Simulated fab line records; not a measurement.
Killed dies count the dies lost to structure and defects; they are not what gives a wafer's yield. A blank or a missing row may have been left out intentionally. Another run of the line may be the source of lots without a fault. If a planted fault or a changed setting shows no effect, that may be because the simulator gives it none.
fab line records ; flow ritCmos
record: lots: 7; wafers: 21; lastDay: 7
route steps=202 shown PSD@150 SDANNEAL@153 NSD@158 PLDD@159 NLDD@160 SILICIDE@161 M1@202
lots with no fault: from the same line, run without faults
startH: hours from the record's opening day to when the first of the lot's shown wafers began ; waitH: how many hours have passed since the lot's step before this one ; " unchanged from the row above ; L1.1+2: a row that stands for several wafers ; - value missing, or start not given ; * or withheld: withheld ; < > ~ a bound
route shown NAME@n: names a module that has steps shown in the file, with the first one's number in the route ; usual: mean/standard deviation taken from wafers without a fault ; same: alike in all rows ; chamber/n: place in a boat ; sites: per-site readings ; _std_site: the values' standard deviation ; _edge_site: outer sites' mean less inner sites' ; radiusMm: how far each site lies from the wafer's centre ; mask NAME#n: copy n ; behind: the tool/chamber that last shaped the wafer ; hold: the reason the lot was held/the length of the hold in hours/how it ended ; device: the transistor (n, p or np) that didn't switch ; end of line: the tests these same wafers got at the end of their route ; a step without rows: its recipe alone ; killed: the dies lost at the first sort to structure and to defects; this is not the yield of the wafer ; map: a wafer's dies, x killed, . not, _ none there
set.NAME: the run value of the setting; set.NAME@STEP: its run value at that earlier step ; model.NAME: the simulator's own value behind a step, which no gauge read
lots at selected steps of the route; one table per step, one row per wafer
services: the hour from which a tool's chamber was out of use, counted from the record's first day as startH (under 0 if before that day), plus the number of hours and why
== steps ==
step: RIT_PSD_IMPLANT_08
recipe: species: BF2; energyKev: 27; doseCm2: 5e+15; tiltDeg: 7
step: RIT_PSD_STRIP_09
recipe: chemistry: O2; timeS: 180; resist: NOVOLAK; platenTempC: withheld; powerW: 500; pressureMtorr: 4000; o2FlowSccm: 4000
usual: drypumpMotorCurrentA: 5.5/0.47
lot.wafer;tool;chamber;startH;waitH;drypumpMotorCurrentA;rfHoursCounterH
L227.3;plasmaAsher-04;0;55.18;0.1;5.9;-
L227.5;plasmaAsher-04;0;55.18;0.1;5.9;-
L227.6;plasmaAsher-04;1;55.18;0.1;5.7;-
L231.1;plasmaAsher-04;1;75.02;0.1;5.7;42
L231.4;plasmaAsher-04;1;75.02;0.1;5.7;-
L231.6;plasmaAsher-04;1;75.02;0.1;5.7;-
L237.2;plasmaAsher-03;0;103.63;0.1;5.8;48
L237.3;plasmaAsher-03;1;103.63;0.1;4.8;-
L237.4;plasmaAsher-03;0;103.63;0.1;5.8;-
L238.1;plasmaAsher-03;0;110.52;0.1;5.8;49
L238.3;plasmaAsher-03;0;110.52;0.1;5.8;-
L238.6;plasmaAsher-03;0;110.52;0.1;5.8;-
L239.1;plasmaAsher-02;0;115.75;0.1;6.1;31
L239.5;plasmaAsher-02;1;115.75;0.1;4.9;-
L239.6;plasmaAsher-02;0;115.75;0.1;6.1;-
L240.2;plasmaAsher-04;1;118.98;0.1;5.7;0
L240.3;plasmaAsher-04;0;118.98;0.1;5.9;-
L240.6;plasmaAsher-04;1;118.98;0.1;5.7;-
L249.1;plasmaAsher-02;1;165.60;0.1;4.9;37
L249.3;plasmaAsher-02;1;165.60;0.1;4.9;-
L249.6;plasmaAsher-02;1;165.60;0.1;4.9;-
step: RIT_PSD_TW_MEAS_10
usual: PSD_TW: 3392/59
lot.wafer;tool;chamber;startH;waitH;PSD_TW
L227.3;filmMetro-01;-;55.32;0.1;3323
L227.5;filmMetro-01;-;55.32;0.1;3313
L227.6;filmMetro-01;-;55.32;0.1;3315
L231.1;filmMetro-04;-;75.19;0.1;3451
L231.4;filmMetro-04;-;75.19;0.1;3464
L231.6;filmMetro-04;-;75.19;0.1;3466
L237.2;filmMetro-01;-;103.81;0.1;3316
L237.3;filmMetro-01;-;103.81;0.1;3330
L237.4;filmMetro-01;-;103.81;0.1;3338
L238.1;filmMetro-01;-;110.69;0.1;3326
L238.3;filmMetro-01;-;110.69;0.1;3315
L238.6;filmMetro-01;-;110.69;0.1;3332
L239.1;filmMetro-04;-;115.93;0.1;3471
L239.5;filmMetro-04;-;115.93;0.1;3454
L239.6;filmMetro-04;-;115.93;0.1;3488
L240.2;filmMetro-01;-;119.17;0.1;3326
L240.3;filmMetro-01;-;119.17;0.1;3334
L240.6;filmMetro-01;-;119.17;0.1;3330
L249.1;filmMetro-01;-;165.78;0.1;3347
L249.3;filmMetro-01;-;165.78;0.1;3346
L249.6;filmMetro-01;-;165.78;0.1;3351
step: RIT_SDANNEAL_CLEAN_00
recipe: chemistry: SC1; mix: 3:3:50; timeS: 600; tempC: 75
step: RIT_SDANNEAL_CLEAN_01
recipe: chemistry: dHF; dilution: 50:1; timeS: 30
step: RIT_SDANNEAL_CLEAN_02
recipe: chemistry: SC2; mix: 3:3:50; timeS: 600; tempC: 75; dry: n2Spin
step: RIT_SDANNEAL_RTA_03
recipe: tempC: 1050; timeS: 5; idleTempC: 600; rampUpCPerS: 342; rampDownCPerS: 171; coolToC: 600; ambient: N2
usual: annealTempCMax: 1054.9/1.1; wafer_temp_C_max: 1053.6/1.2
lot.wafer;tool;chamber;startH;waitH;annealTempCMax;wafer_temp_C_max
L227.3;rtpAnneal-01;0;55.76;0.0;1054.8;1054.2
L227.5;rtpAnneal-01;0;55.76;0.0;1055.1;1053.6
L227.6;rtpAnneal-01;0;55.76;0.0;1055.3;1053.3
L231.1;rtpAnneal-01;0;75.62;0.0;1054.3;1057.4
L231.4;rtpAnneal-01;0;75.62;0.0;1055.9;1051.8
L231.6;rtpAnneal-01;0;75.62;0.0;1056.7;1052.9
L237.2;rtpAnneal-01;0;104.24;0.0;1054.4;1054.3
L237.3;rtpAnneal-01;0;104.24;0.0;1054.1;1053.2
L237.4;rtpAnneal-01;0;104.24;0.0;1054.4;1052.7
L238.1;rtpAnneal-02;0;111.14;0.0;1053.8;1054.3
L238.3;rtpAnneal-02;0;111.14;0.0;1054.3;1054.5
L238.6;rtpAnneal-02;0;111.14;0.0;1054.7;1052.9
L239.1;rtpAnneal-01;0;116.36;0.0;1054.9;1053.4
L239.5;rtpAnneal-01;0;116.36;0.0;1055.4;1053.7
L239.6;rtpAnneal-01;0;116.36;0.0;1055.2;1055.1
L240.2;rtpAnneal-02;0;119.64;0.0;1053.4;1053.2
L240.3;rtpAnneal-02;0;119.64;0.0;1054.0;1053.2
L240.6;rtpAnneal-02;0;119.64;0.0;1053.4;1053.1
L249.1;rtpAnneal-01;0;166.21;0.0;1056.9;1052.0
L249.3;rtpAnneal-01;0;166.21;0.0;1055.4;1051.7
L249.6;rtpAnneal-01;0;166.21;0.0;1054.8;1053.3
step: RIT_SDANNEAL_RS_MEAS_04
recipe: thkMeasGauge: four-point-probe
usual: PSD_RS: 115.89/0.26
lot.wafer;tool;chamber;startH;waitH;PSD_RS[ohm/sq]
L227.3;filmMetro-02;-;55.84;0.1;115.77
L227.5;filmMetro-02;-;55.84;0.1;116.24
L227.6;filmMetro-02;-;55.84;0.1;116.21
L231.1;filmMetro-02;-;75.68;0.0;115.71
L231.4;filmMetro-02;-;75.68;0.0;115.70
L231.6;filmMetro-02;-;75.68;0.0;115.74
L237.2;filmMetro-02;-;104.31;0.1;115.58
L237.3;filmMetro-02;-;104.31;0.1;116.12
L237.4;filmMetro-02;-;104.31;0.1;116.10
L238.1;filmMetro-04;-;111.20;0.0;116.29
L238.3;filmMetro-04;-;111.20;0.0;116.05
L238.6;filmMetro-04;-;111.20;0.0;116.29
L239.1;filmMetro-04;-;116.41;0.0;115.51
L239.5;filmMetro-04;-;116.41;0.0;115.95
L239.6;filmMetro-04;-;116.41;0.0;115.64
L240.2;filmMetro-01;-;119.71;0.1;115.67
L240.3;filmMetro-01;-;119.71;0.1;115.86
L240.6;filmMetro-01;-;119.71;0.1;115.93
L249.1;filmMetro-02;-;166.26;0.0;115.78
L249.3;filmMetro-02;-;166.26;0.0;115.91
L249.6;filmMetro-02;-;166.26;0.0;115.84
step: RIT_SDANNEAL_RS_MEAS_05
recipe: thkMeasGauge: four-point-probe
usual: NSD_RS: 84.52/0.3
lot.wafer;tool;chamber;startH;waitH;NSD_RS[ohm/sq]
L227.3;filmMetro-02;-;55.96;0.1;84.20
L227.5;filmMetro-02;-;55.96;0.1;84.18
L227.6;filmMetro-02;-;55.96;0.1;84.31
L231.1;filmMetro-02;-;75.80;0.1;84.41
L231.4;filmMetro-02;-;75.80;0.1;84.37
L231.6;filmMetro-02;-;75.80;0.1;84.51
L237.2;filmMetro-02;-;104.43;0.1;84.70
L237.3;filmMetro-02;-;104.43;0.1;84.79
L237.4;filmMetro-02;-;104.43;0.1;84.97
L238.1;filmMetro-04;-;111.32;0.1;84.21
L238.3;filmMetro-04;-;111.32;0.1;84.55
L238.6;filmMetro-04;-;111.32;0.1;84.65
L239.1;filmMetro-04;-;116.53;0.1;84.54
L239.5;filmMetro-04;-;116.53;0.1;84.54
L239.6;filmMetro-04;-;116.53;0.1;84.31
L240.2;filmMetro-01;-;119.83;0.1;84.39
L240.3;filmMetro-01;-;119.83;0.1;83.99
L240.6;filmMetro-01;-;119.83;0.1;83.69
L249.1;filmMetro-02;-;166.38;0.1;84.64
L249.3;filmMetro-02;-;166.38;0.1;84.28
L249.6;filmMetro-02;-;166.38;0.1;84.64
step: RIT_SDANNEAL_RS_MEAS_06
recipe: thkMeasGauge: four-point-probe
usual: PLDD_RS: 178.6/0.51
lot.wafer;tool;chamber;startH;waitH;PLDD_RS[ohm/sq]
L227.3;filmMetro-02;-;56.08;0.1;178.2
L227.5;filmMetro-02;-;56.08;0.1;178.6
L227.6;filmMetro-02;-;56.08;0.1;178.0
L231.1;filmMetro-02;-;75.92;0.1;178.3
L231.4;filmMetro-02;-;75.92;0.1;178.1
L231.6;filmMetro-02;-;75.92;0.1;178.8
L237.2;filmMetro-02;-;104.55;0.1;177.8
L237.3;filmMetro-02;-;104.55;0.1;178.0
L237.4;filmMetro-02;-;104.55;0.1;178.3
L238.1;filmMetro-04;-;111.44;0.1;178.8
L238.3;filmMetro-04;-;111.44;0.1;178.6
L238.6;filmMetro-04;-;111.44;0.1;178.3
L239.1;filmMetro-04;-;116.65;0.1;178.8
L239.5;filmMetro-04;-;116.65;0.1;178.8
L239.6;filmMetro-04;-;116.65;0.1;178.5
L240.2;filmMetro-01;-;119.95;0.1;178.6
L240.3;filmMetro-01;-;119.95;0.1;179.2
L240.6;filmMetro-01;-;119.95;0.1;179.1
L249.1;filmMetro-02;-;166.50;0.1;178.3
L249.3;filmMetro-02;-;166.50;0.1;178.7
L249.6;filmMetro-02;-;166.50;0.1;179.2
step: RIT_SDANNEAL_RS_MEAS_07
recipe: thkMeasGauge: four-point-probe
usual: NLDD_RS: 151.8/0.59
lot.wafer;tool;chamber;startH;waitH;NLDD_RS[ohm/sq]
L227.3;filmMetro-02;-;56.20;0.1;152.4
L227.5;filmMetro-02;-;56.20;0.1;152.0
L227.6;filmMetro-02;-;56.20;0.1;152.4
L231.1;filmMetro-02;-;76.04;0.1;152.1
L231.4;filmMetro-02;-;76.04;0.1;151.7
L231.6;filmMetro-02;-;76.04;0.1;151.3
L237.2;filmMetro-02;-;104.67;0.1;152.0
L237.3;filmMetro-02;-;104.67;0.1;152.2
L237.4;filmMetro-02;-;104.67;0.1;151.8
L238.1;filmMetro-04;-;111.56;0.1;151.5
L238.3;filmMetro-04;-;111.56;0.1;151.3
L238.6;filmMetro-04;-;111.56;0.1;151.3
L239.1;filmMetro-04;-;116.77;0.1;152.1
L239.5;filmMetro-04;-;116.77;0.1;152.1
L239.6;filmMetro-04;-;116.77;0.1;151.9
L240.2;filmMetro-01;-;120.07;0.1;151.7
L240.3;filmMetro-01;-;120.07;0.1;151.9
L240.6;filmMetro-01;-;120.07;0.1;152.0
L249.1;filmMetro-02;-;166.62;0.1;151.3
L249.3;filmMetro-02;-;166.62;0.1;151.4
L249.6;filmMetro-02;-;166.62;0.1;151.4
step: RIT_SILICIDE_WET_ETCH_00
recipe: chemistry: BOE; target: SiO2; targetDepthNm: 14; timeS: 15; dry: n2Spin; dilution: 10:1; tempC: 21.5
step: RIT_SILICIDE_SPUTTER_01
recipe: material: Ti; targetThkNm: 30; powerW: 350; chamberPressurePa: 0.667; gas: Ar; timeS: 240; substrateTempC: 25
usual: chamberPressurePa: 0.6670/0.0015; throttleValvePct: 29.9/1
lot.wafer;tool;chamber;startH;waitH;chamberPressurePa;throttleValvePct;model.Ti_of_SILICIDE_SPUTTER_01.thkNm
L227.3;pvdSputter-04;-;56.29;0.0;0.6676;30.6;29.88
L227.5;pvdSputter-04;-;56.29;0.0;0.6674;29.5;30.15
L227.6;pvdSputter-04;-;56.29;0.0;0.6670;30.8;30.22
L231.1;pvdSputter-04;-;76.17;0.0;0.6679;29.6;30.16
L231.4;pvdSputter-04;-;76.17;0.0;0.6690;29.4;30.56
L231.6;pvdSputter-04;-;76.17;0.0;0.6685;30.8;30.06
L237.2;pvdSputter-04;-;104.78;0.0;0.6665;29.6;27.96
L237.3;pvdSputter-04;-;104.78;0.0;0.6640;29.6;27.91
L237.4;pvdSputter-04;-;104.78;0.0;0.6688;29.1;27.8
L238.1;pvdSputter-02;-;111.69;0.0;0.6666;30.2;30.59
L238.3;pvdSputter-02;-;111.69;0.0;0.6653;30.0;30.51
L238.6;pvdSputter-02;-;111.69;0.0;0.6664;32.0;30.53
L239.1;pvdSputter-04;-;116.91;0.0;0.6664;29.6;27.78
L239.5;pvdSputter-04;-;116.91;0.0;0.6684;29.3;27.77
L239.6;pvdSputter-04;-;116.91;0.0;0.6663;29.6;27.62
L240.2;pvdSputter-04;-;120.18;0.0;0.6659;29.5;28.14
L240.3;pvdSputter-04;-;120.18;0.0;0.6665;29.2;28.43
L240.6;pvdSputter-04;-;120.18;0.0;0.6657;29.7;28.33
L249.1;pvdSputter-01;-;166.76;0.0;0.6645;28.6;29.74
L249.3;pvdSputter-01;-;166.76;0.0;0.6708;31.2;29.99
L249.6;pvdSputter-01;-;166.76;0.0;0.6659;28.5;29.82
step: RIT_SILICIDE_RS_MEAS_02
recipe: thkMeasGauge: four-point-probe; reads: Ti_of_SILICIDE_SPUTTER_01
usual: SILICIDE_TI_RS: 47.6/0.51
lot.wafer;tool;chamber;startH;waitH;SILICIDE_TI_RS[ohm/sq]
L227.3;filmMetro-04;-;56.50;0.1;48.2
L227.5;filmMetro-04;-;56.50;0.1;47.6
L227.6;filmMetro-04;-;56.50;0.1;47.5
L231.1;filmMetro-01;-;76.32;0.1;47.5
L231.4;filmMetro-01;-;76.32;0.1;46.7
L231.6;filmMetro-01;-;76.32;0.1;47.7
L237.2;filmMetro-03;-;104.95;0.1;52.3
L237.3;filmMetro-03;-;104.95;0.1;52.5
L237.4;filmMetro-03;-;104.95;0.1;52.8
L238.1;filmMetro-01;-;111.84;0.1;46.7
L238.3;filmMetro-01;-;111.84;0.1;46.8
L238.6;filmMetro-01;-;111.84;0.1;46.7
L239.1;filmMetro-04;-;117.06;0.1;52.8
L239.5;filmMetro-04;-;117.06;0.1;52.7
L239.6;filmMetro-04;-;117.06;0.1;53.1
L240.2;filmMetro-04;-;120.35;0.1;52.0
L240.3;filmMetro-04;-;120.35;0.1;51.3
L240.6;filmMetro-04;-;120.35;0.1;51.5
L249.1;filmMetro-03;-;166.91;0.1;48.5
L249.3;filmMetro-03;-;166.91;0.1;47.9
L249.6;filmMetro-03;-;166.91;0.1;48.2
step: RIT_SILICIDE_THK_MEAS_03
recipe: thkMeasGauge: xrf; reads: Ti_of_SILICIDE_SPUTTER_01
usual: SILICIDE_TI_THK: 30.31/0.27
lot.wafer;tool;chamber;startH;waitH;SILICIDE_TI_THK[nm]
L227.3;filmMetro-04;-;56.60;0.1;30.03
L227.5;filmMetro-04;-;56.60;0.1;30.23
L227.6;filmMetro-04;-;56.60;0.1;30.20
L231.1;filmMetro-01;-;76.44;0.1;30.34
L231.4;filmMetro-01;-;76.44;0.1;30.58
L231.6;filmMetro-01;-;76.44;0.1;30.04
L237.2;filmMetro-03;-;105.06;0.1;28.25
L237.3;filmMetro-03;-;105.06;0.1;28.03
L237.4;filmMetro-03;-;105.06;0.1;28.12
L238.1;filmMetro-01;-;111.96;0.1;30.64
L238.3;filmMetro-01;-;111.96;0.1;30.41
L238.6;filmMetro-01;-;111.96;0.1;30.49
L239.1;filmMetro-04;-;117.18;0.1;27.89
L239.5;filmMetro-04;-;117.18;0.1;27.88
L239.6;filmMetro-04;-;117.18;0.1;27.79
L240.2;filmMetro-04;-;120.46;0.1;28.12
L240.3;filmMetro-04;-;120.46;0.1;28.50
L240.6;filmMetro-04;-;120.46;0.1;28.44
L249.1;filmMetro-03;-;167.03;0.1;29.92
L249.3;filmMetro-03;-;167.03;0.1;30.28
L249.6;filmMetro-03;-;167.03;0.1;30.07
step: RIT_SILICIDE_RTA_04
recipe: tempC: 650; timeS: 10; idleTempC: 25; rampUpS: 5; rampDownS: 5; coolToC: 25; ambient: N2
usual: annealTempCMax: 652.9/0.73; wafer_temp_C_max: 653.3/0.64
lot.wafer;tool;chamber;startH;waitH;annealTempCMax;wafer_temp_C_max
L227.3;rtpAnneal-02;0;56.66;0.1;652.7;653.4
L227.5;rtpAnneal-02;0;56.66;0.1;653.0;654.4
L227.6;rtpAnneal-02;0;56.66;0.1;652.2;653.8
L231.1;rtpAnneal-02;0;76.50;0.1;652.2;652.8
L231.4;rtpAnneal-02;0;76.50;0.1;652.9;653.0
L231.6;rtpAnneal-02;0;76.50;0.1;652.4;653.2
L237.2;rtpAnneal-02;0;105.12;0.1;653.2;652.4
L237.3;rtpAnneal-02;0;105.12;0.1;653.4;653.5
L237.4;rtpAnneal-02;0;105.12;0.1;652.6;652.9
L238.1;rtpAnneal-01;0;112.02;0.1;653.3;654.3
L238.3;rtpAnneal-01;0;112.02;0.1;652.5;653.4
L238.6;rtpAnneal-01;0;112.02;0.1;652.8;653.8
L239.1;rtpAnneal-02;0;117.24;0.1;651.5;652.7
L239.5;rtpAnneal-02;0;117.24;0.1;652.0;653.2
L239.6;rtpAnneal-02;0;117.24;0.1;652.8;652.5
L240.2;rtpAnneal-01;0;120.52;0.1;653.5;653.5
L240.3;rtpAnneal-01;0;120.52;0.1;653.9;653.0
L240.6;rtpAnneal-01;0;120.52;0.1;653.2;653.4
L249.1;rtpAnneal-02;0;167.09;0.1;652.4;652.9
L249.3;rtpAnneal-02;0;167.09;0.1;652.6;654.5
L249.6;rtpAnneal-02;0;167.09;0.1;652.7;653.7
step: RIT_M1_PROBE_99
usual: killedAtContacts: 0.1/0.32; killedAtFrontEnd: 7/3; killedDies: 7/3; killedOpen: 3.4/2.2; killedShort: 3.3/1.8
same: grossDies: 264; killed_at_M0_to_M3: 0; killed_at_M4_up: 0; killedAtBackSide: 0; killedAtOther: 0
lot.wafer;tool;chamber;startH;waitH;killedAtContacts;killedAtFrontEnd;killedDies;killedOpen;killedShort;model.etest.npolyLine.lineOhmUm;model.etest.ppolyLine.lineOhmUm;model.etest.contactNplus.endOhmUm;model.etest.contactPplus.endOhmUm;model.etest.npolyLine.rsOhmSq;model.etest.ppolyLine.rsOhmSq;model.etest.npolySal.rsOhmSq;model.etest.ppolySal.rsOhmSq
L227.3;prober-02;-;64.46;0.2;0;6;6;3;3;167.7;160.1;42.41;43.96;17.02;16.47;4.332;4.273
L227.5;prober-02;-;64.56;0.2;0;4;4;1;3;165.7;159.3;41.91;42.88;17;16.45;4.29;4.251
L227.6;prober-02;-;64.61;0.2;0;7;7;3;4;164;160;41.78;44.12;16.85;16.37;4.313;4.266
L231.1;prober-02;-;83.07;0.1;0;7;7;3;4;170.2;163.3;41.47;42.54;17.03;16.44;4.373;4.31
L231.4;prober-02;-;83.22;0.2;0;13;13;5;8;164.1;157.9;41.63;42.67;16.78;16.32;4.284;4.23
L231.6;prober-02;-;83.32;0.2;0;10;10;5;5;171.9;162.7;40.97;43.07;16.85;16.41;4.348;4.325
L237.2;prober-02;-;111.62;0.1;0;3;3;0;3;177.7;169.7;40.4;41.17;18.03;17.26;4.59;4.587
L237.3;prober-02;-;111.67;0.2;0;6;6;4;2;175.5;168.7;39.27;42.53;17.99;17.41;4.626;4.573
L237.4;prober-02;-;111.72;0.2;0;3;3;1;2;178.7;172.9;39.07;41.52;17.94;17.51;4.606;4.568
L238.1;prober-01;-;119.51;0.1;0;9;9;6;3;166.4;162.9;42;44.64;16.9;16.41;4.313;4.302
L238.3;prober-01;-;119.61;0.2;0;10;10;7;3;172.1;165.7;41.82;44.04;16.87;16.44;4.306;4.234
L238.6;prober-01;-;119.76;0.2;0;9;9;4;5;175.2;168.7;42.7;44.28;16.79;16.52;4.312;4.284
L239.1;prober-02;-;123.82;0.1;0;7;7;4;3;172.6;165.6;39.09;41.77;17.82;17.47;4.622;4.602
L239.5;prober-02;-;124.02;0.2;0;4;4;2;2;173.6;168.4;39.09;41.74;17.88;17.54;4.62;4.583
L239.6;prober-02;-;124.07;0.2;0;5;5;2;3;175.1;166.3;38.35;41.65;18;17.5;4.69;4.582
L240.2;prober-01;-;127.37;0.1;0;6;6;6;0;166.5;161.7;38.83;41.35;17.87;17.18;4.595;4.538
L240.3;prober-01;-;127.42;0.2;1;6;7;3;4;169.2;161.2;38.74;42.09;17.62;17;4.553;4.551
L240.6;prober-01;-;127.57;0.2;0;2;2;1;1;172.7;166.1;39.26;41.46;17.57;17.18;4.542;4.5
L249.1;prober-02;-;173.62;0.1;0;11;11;1;10;170;164.2;41.95;44.92;17.21;16.76;4.369;4.304
L249.3;prober-02;-;173.72;0.2;0;5;5;4;1;170.7;162.7;41.02;45.07;17.06;16.51;4.335;4.294
L249.6;prober-02;-;173.87;0.2;0;5;5;4;1;169.4;163.8;42.57;44.35;17.15;16.55;4.371;4.332
killed by level:class
L227.3 GATE:geometricParticle:short=2 SPACER:geometricParticle:open=2 GATE:geometricParticle:open=1 SILICIDE:geometricParticle:short=1
L227.5 FOX1:geometricParticle:short=1 GATE:geometricParticle:short=1 REOX:geometricParticle:open=1 SILICIDE:geometricParticle:short=1
L227.6 GATE:geometricParticle:short=2 FOX1:geometricParticle:open=1 REOX:geometricParticle:open=1 SPACER:geometricParticle:open=1 SPACER:geometricParticle:short=1 SILICIDE:geometricParticle:short=1
L231.1 FOX2:geometricParticle:open=2 FOX2:geometricParticle:short=2 GATE:geometricParticle:short=1 REOX:geometricParticle:open=1 SILICIDE:geometricParticle:short=1
L231.4 REOX:geometricParticle:open=3 REOX:geometricParticle:short=3 SILICIDE:geometricParticle:short=3 GATE:geometricParticle:short=2 FOX2:geometricParticle:open=1 SILICIDE:geometricParticle:open=1
L231.6 FOX1:geometricParticle:open=2 GATE:geometricParticle:open=2 SILICIDE:geometricParticle:short=2 FOX1:geometricParticle:short=1 FOX2:geometricParticle:open=1 REOX:geometricParticle:short=1 SPACER:geometricParticle:short=1
L237.2 GATE:geometricParticle:short=1 REOX:geometricParticle:short=1 SPACER:geometricParticle:short=1
L237.3 GATE:geometricParticle:open=2 FOX1:geometricParticle:open=1 FOX1:geometricParticle:short=1 FOX2:geometricParticle:short=1 REOX:geometricParticle:open=1
L237.4 GATE:geometricParticle:short=2 SPACER:geometricParticle:open=1
L238.1 FOX2:geometricParticle:open=3 GATE:geometricParticle:short=3 GATE:geometricParticle:open=2 FOX1:geometricParticle:open=1
L238.3 FOX2:geometricParticle:open=3 SILICIDE:geometricParticle:open=2 FOX1:geometricParticle:short=1 FOX2:geometricParticle:short=1 GATE:geometricParticle:open=1 GATE:geometricParticle:short=1 SPACER:geometricParticle:open=1
L238.6 GATE:geometricParticle:short=4 SILICIDE:geometricParticle:open=2 REOX:geometricParticle:short=1 FOX1:geometricParticle:open=1 GATE:geometricParticle:open=1
L239.1 GATE:geometricParticle:open=4 GATE:geometricParticle:short=2 REOX:geometricParticle:short=1
L239.5 GATE:geometricParticle:short=2 GATE:geometricParticle:open=1 SILICIDE:geometricParticle:open=1
L239.6 FOX1:geometricParticle:open=1 FOX1:geometricParticle:short=1 GATE:geometricParticle:short=1 REOX:geometricParticle:short=1 SILICIDE:geometricParticle:open=1
L240.2 GATE:geometricParticle:open=2 FOX1:geometricParticle:open=1 REOX:geometricParticle:open=1 SPACER:geometricParticle:open=1 SILICIDE:geometricParticle:open=1
L240.3 GATE:geometricParticle:open=2 REOX:geometricParticle:short=2 GATE:geometricParticle:short=1 SPACER:geometricParticle:short=1 CONTACT:geometricParticle:open=1
L240.6 FOX2:geometricParticle:open=1 SPACER:geometricParticle:short=1
L249.1 GATE:geometricParticle:short=4 FOX2:geometricParticle:short=2 SPACER:geometricParticle:short=2 GATE:geometricParticle:open=1 REOX:geometricParticle:short=1 SILICIDE:geometricParticle:short=1
L249.3 GATE:geometricParticle:open=3 REOX:geometricParticle:short=1 SILICIDE:geometricParticle:open=1
L249.6 GATE:geometricParticle:open=2 REOX:geometricParticle:open=1 REOX:geometricParticle:short=1 SILICIDE:geometricParticle:open=1
== services ==
tool;chamber;startH;hours;kind
pvdSputter-02;-;68.49;3.0;repair
plasmaAsher-04;-;108.75;9.0;pm
plasmaAsher-04;0;108.75;9.0;ventCycle
plasmaAsher-04;1;108.75;9.0;ventCycle
pvdSputter-01;-;117.27;6.6;repair
plasmaAsher-04;0;117.75;-;clean
plasmaAsher-04;1;117.75;-;clean
plasmaAsher-03;-;145.22;4.3;pm
== key ==
firstSign: step: RIT_SILICIDE_RS_MEAS_02; reading: SILICIDE_TI_RS; direction: up; sigmas: 9.3; usual: 47.6; struck: 52.3
effect: step: RIT_SILICIDE_THK_MEAS_03; reading: SILICIDE_TI_THK; direction: down; sigmas: 8.3; usual: 30.31; struck: 28.11
modelEffect: step: RIT_SILICIDE_SPUTTER_01; value: Ti_of_SILICIDE_SPUTTER_01.thkNm; without: 30.24; struck: 27.97
modelEffect: step: RIT_M1_PROBE_99; value: etest.npolyLine.lineOhmUm; without: 166.5; struck: 173.5
metAt RIT_SILICIDE_SPUTTER_01
struckWafers L237.2,L237.3,L237.4,L239.1,L239.5,L239.6,L240.2,L240.3,L240.6
testerLeftOut L237,L239,L240
onsetBetween 76.17 104.78
fault: kind: processParameterDrift; tool: pvdSputter-04; chamber: -; onsetH: 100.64; steps: RIT_SILICIDE_SPUTTER_01; channel: targetThkNm; offset: -2.2723; shape: step; endH: 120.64; stated: 30
testerLeftOut: of these lots the tester's yield and bins aren't shown, on N5 and GAA mostly nor the transistor test; their killed dies are dies lost to structure and defects alone, not to doping, threshold or leakage, so they don't give the yield
